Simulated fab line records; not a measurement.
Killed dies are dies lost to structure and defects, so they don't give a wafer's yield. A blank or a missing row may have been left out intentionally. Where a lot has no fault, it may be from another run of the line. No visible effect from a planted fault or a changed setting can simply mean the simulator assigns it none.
fab line records | flow berkeleyCmos170
[record] lots = 7 wafers = 21 lastDay = 13
route steps=331 shown PSD@179 NSD@187
lots that met no fault: taken from a fault-free run of the same line
startH: start of the lot's first displayed wafer, in hours after the record's first day | waitH: hours since the lot's step before | " identical to the entry in the row above | L1.1+2: a single row standing in for several wafers | - no value present, or no start provided | * or withheld: withheld | < > ~ a bound
route shown NAME@n: NAME is a module with steps in the file, n the number in the route of the first one | usual: average and standard deviation across the fault-free wafers | same: alike in all rows | chamber/n: place in a boat | sites: the reading at each site | _std_site: the values' standard deviation | _edge_site: inner sites' mean taken away from outer sites' mean | radiusMm: how far each site lies from the wafer's centre | mask NAME#n: copy n | behind: tool/chamber where the wafer was last shaped | hold: the reason the lot was held/the length of the hold in hours/how it ended | device: which transistor (n, p or np) failed to switch | end of line: tests run on the same wafers once the route is complete | for a step that has no rows: nothing shown but its recipe | killed: not the wafer's yield, but the dies lost to structure and defects at the first sort | map: shows each die of a wafer: x if killed, . if not, _ if none is there
set.NAME: the run value of the setting; set.NAME@STEP: its run value at that earlier step | model.NAME: the simulator's own value behind a step, which no gauge read
certain route steps with their lots: each step a table, each wafer a row
services: a tool's chamber out of use, with start hour (startH, from the record's first day; less than 0 if before it), hours out, and reason
[[steps]]
[step UCB170_PSD_PEB_04]
[recipe] pebTempC = 130 pebTimeS = withheld resist = KrF
[step UCB170_PSD_DEVELOP_05]
[recipe] developer = TMAH developTimeS = 45 resist = KrF devTempC = 21
[step UCB170_PSD_CD_MEAS_06]
[recipe] targetCdNm = 1200
[usual] cdNm = 1200.3/1.4
// columns lot.wafer tool chamber startH waitH cdNm
L493.2 cdSem-01 - 195.50 - 1199.6
L493.4 " - " " 1199.2
L493.6 " - " " 1200.7
L497.3 cdSem-01 - 230.00 - 1200.1
L497.5 " - " " 1199.9
L497.6 " - " " 1199.2
L500.3 cdSem-01 - 242.90 - 1199.1
L500.4 " - " " 1198.0
L500.5 " - " " 1198.3
L502.2 cdSem-02 - 260.79 - 1199.8
L502.3 " - " " 1199.1
L502.4 " - " " 1200.6
L507.3 cdSem-01 - 270.78 - 1199.4
L507.5 " - " " 1198.5
L507.6 " - " " 1198.8
L503.2 cdSem-01 - 270.88 - 1199.6
L503.4 " - " " 1199.2
L503.5 " - " " 1199.6
L508.1 cdSem-01 - 279.59 - 1200.8
L508.5 " - " " 1200.6
L508.6 " - " " 1200.8
[step UCB170_PSD_OVL_MEAS_07]
[usual] PSD_OVL = 1/6.4
// columns lot.wafer tool chamber startH waitH PSD_OVL[nm]
L493.2 overlay-01 - 195.61 0.1 -6
L493.4 " - " " -2
L493.6 " - " " -10
L497.3 overlay-01 - 230.09 0.1 -2
L497.5 " - " " -3
L497.6 " - " " -4
L500.3 overlay-01 - 243.00 0.1 6
L500.4 " - " " 3
L500.5 " - " " 7
L502.2 overlay-02 - 260.89 0.1 -1
L502.3 " - " " 4
L502.4 " - " " -3
L507.3 overlay-01 - 270.87 0.1 2
L507.5 " - " " 2
L507.6 " - " " -6
L503.2 overlay-01 - 270.98 0.1 5
L503.4 " - " " 5
L503.5 " - " " 5
L508.1 overlay-01 - 279.71 0.1 0
L508.5 " - " " -4
L508.6 " - " " 1
[step UCB170_PSD_IMPLANT_08]
[recipe] species = B doseCm2 = 3e+15 energyKev = 20 tiltDeg = 7
[step UCB170_PSD_STRIP_09]
[recipe] chemistry = O2 powerW = 400 pressureMtorr = 3500 platenTempC = withheld o2FlowSccm = 400 overashFraction = 0.5
[usual] drypumpMotorCurrentA = 5.7/0.5 oesProductAu = 0.600/0.0046 stripTimeToEndpointS = 29.35/0.061
// columns lot.wafer tool chamber startH waitH drypumpMotorCurrentA oesProductAu rfHoursCounterH stripTimeToEndpointS
L493.2 plasmaAsher-04 0 195.79 0.1 6.3 0.604 10 29.32
L493.4 " 0 " " 6.3 0.598 - 29.29
L493.6 " 1 " " 5.7 0.605 - 29.28
L497.3 plasmaAsher-04 0 230.30 0.1 6.3 0.597 - 29.40
L497.5 " 0 " " 6.3 0.602 - 29.40
L497.6 " 1 " " 5.7 0.603 - 29.36
L500.3 plasmaAsher-02 1 243.20 0.1 5.4 0.595 - 29.29
L500.4 " 0 " " 5.2 0.596 - 29.23
L500.5 " 1 " " 5.4 0.598 - 29.32
L502.2 plasmaAsher-03 1 261.07 0.1 6.5 0.601 57 29.21
L502.3 " 1 " " 6.4 0.607 - 29.24
L502.4 " 0 " " 5.2 0.592 - 29.27
L507.3 plasmaAsher-02 0 271.08 0.1 5.2 0.593 - 29.35
L507.5 " 1 " " 5.4 0.595 - 29.35
L507.6 " 0 " " 5.2 0.602 - 29.33
L503.2 plasmaAsher-04 1 271.16 0.1 5.7 0.598 16 29.42
L503.4 " 1 " " 5.7 0.608 - 29.43
L503.5 " 0 " " 6.3 0.597 - 29.40
L508.1 plasmaAsher-03 0 279.89 0.1 5.2 0.605 59 29.31
L508.5 " 0 " " 5.2 0.604 - 29.33
L508.6 " 1 " " 6.4 0.601 - 29.29
[step UCB170_PSD_TW_MEAS_10]
[usual] PSD_TW = 2323/21
// columns lot.wafer tool chamber startH waitH PSD_TW
L493.2 filmMetro-01 - 195.90 0.1 2308
L493.4 " - " " 2305
L493.6 " - " " 2289
L497.3 filmMetro-04 - 230.38 0.1 2330
L497.5 " - " " 2337
L497.6 " - " " 2342
L500.3 filmMetro-02 - 243.29 0.1 2304
L500.4 " - " " 2317
L500.5 " - " " 2313
L502.2 filmMetro-02 - 261.18 0.1 2320
L502.3 " - " " 2314
L502.4 " - " " 2303
L507.3 filmMetro-02 - 271.16 0.1 2298
L507.5 " - " " 2307
L507.6 " - " " 2308
L503.2 filmMetro-01 - 271.27 0.1 2322
L503.4 " - " " 2317
L503.5 " - " " 2319
L508.1 filmMetro-01 - 279.99 0.1 2325
L508.5 " - " " 2322
L508.6 " - " " 2318
[step UCB170_PSD_CLEAN_11]
[recipe] chemistry = SPM tempC = 120 timeS = 600
[step UCB170_NSD_HMDS_00]
[recipe] primeTimeS = 60 primeTempC = 100
[step UCB170_NSD_COAT_01]
[recipe] resist = KrF spinRpm = 1500 resistThkNm = 900
[step UCB170_NSD_SOFTBAKE_02]
[recipe] resist = KrF tempC = 130 timeS = 60
[step UCB170_NSD_EXPOSE_03]
[recipe] maskId = NSELECT_MOD na = 0.5 sigmaOuter = 0.6 sourceShape = conventional targetCdNm = 1200 doseMj = 30
[step UCB170_NSD_PEB_04]
[recipe] pebTempC = 130 pebTimeS = withheld resist = KrF
[usual] chillPlateTempC = 23.00/0.1 exhaustPa = 45.2/0.99 plateTempC = 129.99/0.15 resistLineTempC = 23.01/0.11
// columns lot.wafer tool chamber startH waitH chillPlateTempC exhaustPa plateTempC resistLineTempC
L493.2 lithoTrack-01 0 197.31 0.6 22.93 47.9 129.97 23.04
L493.4 " 0 " " 22.85 47.2 129.80 22.89
L493.6 " 0 " " 22.92 46.5 129.71 22.93
L497.3 lithoTrack-04 0 231.75 0.1 23.14 45.2 129.99 23.09
L497.5 " 0 " " 23.13 46.5 129.85 23.15
L497.6 " 0 " " 23.06 46.8 129.99 23.07
L500.3 lithoTrack-01 - 244.73 0.5 - - - -
L500.4 " - " " - - - -
L500.5 " - " " - - - -
L502.2 lithoTrack-01 - 262.36 0.1 - - - -
L502.3 " - " " - - - -
L502.4 " - " " - - - -
L507.3 lithoTrack-03 0 272.69 0.8 22.97 43.2 130.00 22.97
L507.5 " 0 " " 23.06 44.6 130.10 22.98
L507.6 " 0 " " 23.03 44.3 130.00 23.12
L503.2 lithoTrack-01 - 272.70 0.7 - - - -
L503.4 " - " " - - - -
L503.5 " - " " - - - -
L508.1 lithoTrack-04 0 281.49 0.5 23.04 45.9 129.68 22.87
L508.5 " 0 " " 23.14 45.6 129.83 22.97
L508.6 " 0 " " 23.23 46.6 129.78 22.89
[step UCB170_NSD_DEVELOP_05]
[recipe] developer = TMAH developTimeS = 45 resist = KrF devTempC = 21
[[services]]
// columns tool chamber startH hours kind
plasmaAsher-03 - 175.51 13.0 repair
plasmaAsher-03 - 263.48 2.8 pm
[[key]]
[firstSign] step = UCB170_NSD_PEB_04 reading = toolRecord direction = missing
effect none on later readings
metAt UCB170_NSD_PEB_04
struckWafers L500.3,L500.4,L500.5,L502.2,L502.3,L502.4,L503.2,L503.4,L503.5
sortLeftOut L500.3,L500.4,L500.5,L502.2,L502.3,L502.4,L503.2,L503.4,L503.5
testerLeftOut L500,L502,L503
onsetBetween 197.31 244.73
[fault] kind = skippedStepWhole tool = lithoTrack-01 chamber = - onsetH = 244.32 steps = UCB170_NSD_PEB_04 scope = struckLotsOnly
// testerLeftOut: of these lots the tester's yield and bins aren't shown, on N5 and GAA mostly nor the transistor test; their killed dies are dies lost to structure and defects alone, not to doping, threshold or leakage, so they don't give the yield
// sortLeftOut: the simulated sort isn't trusted on such a fault, so these wafers' sort isn't shown, and their yield isn't known
